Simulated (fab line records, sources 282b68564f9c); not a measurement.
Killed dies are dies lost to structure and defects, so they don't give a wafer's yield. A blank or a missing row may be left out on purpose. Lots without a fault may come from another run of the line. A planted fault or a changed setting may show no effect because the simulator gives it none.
A struck lot beside a sound one | flow rit_cmos | 43 steps out of a route of 202
Sound: wafers L302.2, L302.3, L302.5. Struck: wafers L311.2, L311.3, L311.4. The cause comes at the end.
At each step with rows: each side's tool, then ch and its chambers, then its first start. Under that, the readings that differ: sound wafers | struck wafers | difference of the means | sigmas: that difference in standard deviations of wafers without a fault.
alike: readings whose means differ by less than 2 such deviations, and words and numbers that are the same on both sides. not compared: withheld readings, readings that some wafer has no value for, bounds like >300 that may hide the same value, and numbers for which the record gives no deviation and whose values overlap.
The two part at a step that has a row with sigmas, a row that says differs or no value, or rows on one side only. Numbers that don't overlap but have no deviation are shown without sigmas and don't part them. A reading that every wafer of one side lacks parts them only if that side has two wafers or more.

first, 1 step without rows for these wafers: RIT_PRETRO_IMPLANT_08.
RIT_PRETRO_STRIP_09: strips in O2, time 180 s.
  sound on plasma_asher-03 ch 0,1, day 2 17:38; struck on plasma_asher-01 ch 0,1, day 4 14:49
  alike: drypump_motor_current_A, rf_refl_power_W
  not compared: rf_hours_counter_h
RIT_PRETRO_TW_MEAS_10:
  sound on film_metro-04, day 2 17:49; struck on film_metro-02, day 4 15:01
  alike: PRETRO_TW
then, 5 steps without rows for these wafers: RIT_GATE_WET_ETCH_00 (etches SiO2 in BOE, target depth 56 nm, time 60 s); RIT_GATE_CLEAN_01 (cleans in SC1, time 600 s); RIT_GATE_CLEAN_02 (cleans in dHF, time 30 s); RIT_GATE_CLEAN_03 (cleans in SC2, time 600 s); RIT_GATE_CLEAN_04 (cleans in dHF, time 60 s).
RIT_FOX2_THK_MEAS_91:
  sound on film_metro-01, day 2 18:20; struck on film_metro-02, day 4 15:29
  alike: FIELD_OXIDE_LEFT_2_THK
then, 2 steps without rows for these wafers: RIT_GATE_OXIDATION_05 (target thk 3 nm, ox time 270 s); RIT_GATE_ANNEAL_06 (time 600 s).
RIT_GATE_THK_MEAS_07:
  sound on film_metro-02, day 2 19:43; struck on film_metro-02, day 4 16:56
  alike: GATE_OXIDE_THK
RIT_GATE_CVD_08: deposits poly-Si from SiH4, target thk 250 nm, time 2220 s.
  sound on lpcvd-01 ch 1, day 2 19:46; struck on lpcvd-01 ch 0, day 4 16:59
  reading                                  | sound             | struck            | difference | sigmas
  model.poly-Si_of_GATE_CVD_08.thk_nm (nm) | 240.1 241.9 240.6 | 228.4 226.4 226.6 | -13.7      |
RIT_GATE_THK_MEAS_09:
  sound on film_metro-02, day 2 21:23; struck on film_metro-02, day 4 18:51
  reading            | sound             | struck            | difference | sigmas
  GATE_POLY_THK (nm) | 240.0 242.0 240.7 | 228.4 226.4 226.5 | -13.8      | -6
  not compared: hold
then, 5 steps without rows for these wafers: RIT_GATE_COAT_11 (resist thk 850 nm); RIT_GATE_SOFTBAKE_12 (time 60 s); RIT_GATE_EXPOSE_13 (exposes mask M6, target cd 150 nm); RIT_GATE_PEB_14; RIT_GATE_DEVELOP_15 (develop time 50 s).
RIT_GATE_CD_MEAS_16: target cd 150 nm.
  sound on cd_sem-02, day 2 22:19; struck on cd_sem-01, day 5 01:17
  alike: cd_nm
RIT_GATE_OVL_MEAS_17:
  sound on overlay-01, day 2 22:25; struck on overlay-01, day 5 01:23
  alike: GATE_OVL
then, 1 step without rows for these wafers: RIT_GATE_HARDBAKE_18 (time 60 s).
RIT_GATE_ETCH_19: etches poly-Si in SF6/CHF3/O2, stops on SiO2, time 165 s, target depth 312.5 nm.
  sound on rie_si-02 ch 1,2, day 2 22:36; struck on rie_si-01 ch 1,2,3, day 5 01:34
  reading                          | sound             | struck            | difference | sigmas
  oes_product_au (a.u.)            | 0.836 0.829 0.817 | 0.789 0.804 0.776 | -0.038     | -3
  model.etch.depth_nm (nm)         | 240.1 241.9 240.6 | 228.4 226.4 226.6 | -13.7      |
  model.GATE.feature_depth_nm (nm) | 240.1 241.9 240.6 | 228.4 226.4 226.6 | -13.7      |
  alike: drypump_motor_current_A, throttle_valve_pct
  not compared: rf_hours_counter_h
RIT_GATE_STRIP_20: strips in O2, time 180 s.
  sound on plasma_asher-01 ch 0,1, day 2 22:43; struck on plasma_asher-01 ch 0,1, day 5 01:41
  alike: drypump_motor_current_A, rf_refl_power_W
  not compared: rf_hours_counter_h
RIT_GATE_CD_MEAS_90: target cd 150 nm.
  sound on cd_sem-02, day 2 22:54; struck on cd_sem-01, day 5 01:53
  alike: cd_nm
then, 4 steps without rows for these wafers: RIT_REOX_CLEAN_00 (cleans in SC1, time 600 s); RIT_REOX_CLEAN_01 (cleans in dHF, time 30 s); RIT_REOX_CLEAN_02 (cleans in SC2, time 600 s); RIT_REOX_OXIDATION_03 (target thk 25.2 nm, ox time 5580 s).
RIT_REOX_THK_MEAS_04:
  sound on film_metro-04, day 3 01:57; struck on film_metro-01, day 5 05:05
  alike: REOX_OXIDE_THK
then, 6 steps without rows for these wafers: RIT_NLDD_HMDS_00 (prime time 60 s); RIT_NLDD_COAT_01 (resist thk 1000 nm); RIT_NLDD_SOFTBAKE_02 (time 60 s); RIT_NLDD_EXPOSE_03 (exposes mask M7, target cd 40700 nm); RIT_NLDD_PEB_04; RIT_NLDD_DEVELOP_05 (develop time 50 s).
RIT_NLDD_OVL_MEAS_06:
  sound on overlay-01, day 3 02:51; struck on overlay-02, day 5 06:24
  alike: NLDD_OVL
then, 2 steps without rows for these wafers: RIT_NLDD_HARDBAKE_07 (time 60 s); RIT_NLDD_IMPLANT_08.
RIT_NLDD_STRIP_09: strips in O2, time 180 s.
  sound on plasma_asher-02 ch 0, day 3 03:11; struck on plasma_asher-04 ch 0,1, day 5 06:44
  reading                     | sound       | struck      | difference | sigmas
  drypump_motor_current_A (A) | 5.1 5.1 5.1 | 6.4 6.3 5.9 | +1.1       | +2
  alike: rf_refl_power_W
  not compared: rf_hours_counter_h
RIT_NLDD_TW_MEAS_10:
  sound on film_metro-03, day 3 03:22; struck on film_metro-04, day 5 06:56
  reading | sound          | struck         | difference | sigmas
  NLDD_TW | 2518 2505 2522 | 2474 2482 2491 | -33        | -2
RIT_SDANNEAL_CLEAN_02: cleans in SC2, time 600 s.
  sound on wet_bench-01 ch 0, day 3 10:49; struck on wet_bench-01 ch 1, day 5 15:26
  reading                                  | sound             | struck          | difference | sigmas
  model.poly-Si_of_GATE_CVD_08.thk_nm (nm) | 151.8 153.7 152.7 | 141.4 140 139.7 | -12.4      |
RIT_M1_PROBE_99:
  the record has rows for the struck wafers here (prober-02, day 5 23:05) and none for the sound ones

WHERE THEY PART
First at RIT_GATE_THK_MEAS_09; last, within this record, at RIT_M1_PROBE_99.

WHY: what the simulator had put in
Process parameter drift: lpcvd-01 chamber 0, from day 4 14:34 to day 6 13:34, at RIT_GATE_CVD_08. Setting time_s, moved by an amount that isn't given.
